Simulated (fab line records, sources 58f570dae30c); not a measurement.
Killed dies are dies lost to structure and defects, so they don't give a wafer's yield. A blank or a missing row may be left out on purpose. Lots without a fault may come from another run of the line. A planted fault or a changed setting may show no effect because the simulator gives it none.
A struck lot beside a sound one | flow berkeley_cmos170 | 17 steps out of a route of 331
Sound: wafers L735.1, L735.2, L735.6. Struck: wafer L744.4. (L744.5, L744.6 of the same lot were not struck and are left out.) The cause comes at the end.
At each step with rows: each side's tool, then ch and its chambers, then its first start. Under that, the readings that differ: sound wafers | struck wafers | difference of the means | sigmas: that difference in standard deviations of wafers without a fault.
alike: readings whose means differ by less than 2 such deviations, and words and numbers that are the same on both sides. not compared: withheld readings, readings that some wafer has no value for, bounds like >300 that may hide the same value, and numbers for which the record gives no deviation and whose values overlap.
The two part at a step that has a row with sigmas, a row that says differs or no value, or rows on one side only. Numbers that don't overlap but have no deviation are shown without sigmas and don't part them. A reading that every wafer of one side lacks parts them only if that side has two wafers or more.

first, 1 step without rows for these wafers: UCB170_NWELL_OXIDATION_01 (target thk 26.4 nm, ox time 1260 s).
UCB170_NWELL_THK_MEAS_02:
  sound on film_metro-03, day 3 00:48; struck on film_metro-04, day 4 16:30
  alike: NWELL_OXIDE_THK
then, 2 steps without rows for these wafers: UCB170_NWELL_ANNEAL_03 (time 900 s); UCB170_NWELL_CVD_04 (deposits Si3N4 from SiH2Cl2/NH3, target thk 224 nm, time 3360 s).
UCB170_NWELL_THK_MEAS_05:
  sound on film_metro-04, day 3 09:44; struck on film_metro-01, day 5 01:36
  alike: NWELL_NITRIDE_THK
then, 6 steps without rows for these wafers: UCB170_NWELL_HMDS_06 (prime time 60 s); UCB170_NWELL_COAT_07 (resist thk 900 nm); UCB170_NWELL_SOFTBAKE_08 (time 60 s); UCB170_NWELL_EXPOSE_09 (exposes mask NWELL, target cd 3000 nm); UCB170_NWELL_PEB_10; UCB170_NWELL_DEVELOP_11 (develop time 45 s).
UCB170_NWELL_OVL_MEAS_12:
  sound on overlay-02, day 3 10:57; struck on overlay-01, day 5 03:37
  alike: NWELL_OVL
UCB170_NWELL_ETCH_13: etches Si3N4 in CH3F/Ar/O2, stops on SiO2, target depth 246.4 nm, time 154 s.
  sound on rie_diel-01 ch 2,3, day 3 10:59; struck on rie_diel-03 ch 3, day 5 03:38
  reading                                | sound             | struck  | difference | sigmas
  CH3F_flow_sccm (sccm)                  | 19.90 19.99 20.09 | 20.12   | +0.13      | +2
  oes_product_au (a.u.)                  | 0.945 0.930 0.955 | 0.913   | -0.030     | -2
  over_etch_frac                         | 0.1 0.1 0.1       | 0.19319 | +0.09319   |
  model.KrF_of_NWELL_COAT_07.thk_nm (nm) | 719.7 723.7 717.9 | 705.7   | -14.7      |
  alike: drypump_motor_current_A, mfc_ar_sccm, throttle_valve_pct
  not compared: rf_hours_counter_h
then, 1 step without rows for these wafers: UCB170_NWELL_IMPLANT_14.
UCB170_NWELL_STRIP_15: strips in O2.
  sound on plasma_asher-03 ch 0,1, day 3 11:14; struck on plasma_asher-02 ch 0, day 5 03:55
  reading                      | sound             | struck | difference | sigmas
  strip_time_to_endpoint_s (s) | 17.97 18.06 17.92 | 17.64  | -0.34      | -5
  alike: drypump_motor_current_A, oes_product_au
  not compared: rf_hours_counter_h
UCB170_NWELL_TW_MEAS_16:
  sound on film_metro-03, day 3 11:20; struck on film_metro-03, day 5 04:01
  alike: NWELL_TW
UCB170_M3_PROBE_99:
  the record has rows for the sound wafers here (prober-01, day 9 22:53) and none for the struck ones

WHERE THEY PART
First at UCB170_NWELL_ETCH_13; last, within this record, at UCB170_M3_PROBE_99.

WHY: what the simulator had put in
Process parameter drift: rie_diel-03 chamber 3, from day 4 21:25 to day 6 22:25, at UCB170_NWELL_ETCH_13. Setting over_etch_frac, moved by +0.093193, from 0.1. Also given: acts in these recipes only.
